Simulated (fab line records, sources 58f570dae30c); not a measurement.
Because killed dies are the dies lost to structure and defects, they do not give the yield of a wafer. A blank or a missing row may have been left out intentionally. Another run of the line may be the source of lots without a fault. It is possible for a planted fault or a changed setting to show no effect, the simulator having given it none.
Chamber matching -- flow berkeley-cmos170 -- 4 sister chambers for UCB170_V2_CMP_02 on cmp-02
The step polishes SiO2. 4 wafers are shown with their chamber, then 7 later ones without.

## WAFERS PAIRED WITH THEIR CHAMBERS
wafer,chamber,motor-current-A (A)
L455.5,3,19.2
L455.6,2,17.9
L467.1,1,15.9
L467.2,0,17.0

## WAFERS WITHOUT THEIR CHAMBER
wafer,motor-current-A (A)
L467.4,19.1
L466.1,19.5
L466.5,14.9
L466.6,18.8
L471.2,19.0
L471.3,18.7
L471.4,14.2

## WHICH CHAMBER EACH ONE RAN IN
wafer,from the rows above,in truth
L467.4,can't be placed: 3 or 2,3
L466.1,can't be placed: 3 or 2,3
L466.5,can't be placed: 1 or 0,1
L466.6,can't be placed: 3 or 2 or 0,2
L471.2,can't be placed: 3 or 2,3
L471.3,can't be placed: 3 or 2 or 0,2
L471.4,can't be placed: 1 or 0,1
0 of 7 placed correctly. Can't be placed from these rows: 7 (the true chamber is among the candidates in 7). Placed wrongly: 0.
How it was worked out, from the rows above alone: a wafer's distance from a chamber is the root of the sum, over the readings, of the square of ((its reading less the chamber's mean) divided by the reading's scatter). The wafer belongs to the nearest chamber; if the next one is less than 2 further off, it can't be placed. The mean given for a chamber averages the wafers shown for that chamber. The scatter: root of mean squared gap, hidden wafer to nearest shown wafer, with one shown wafer a chamber.
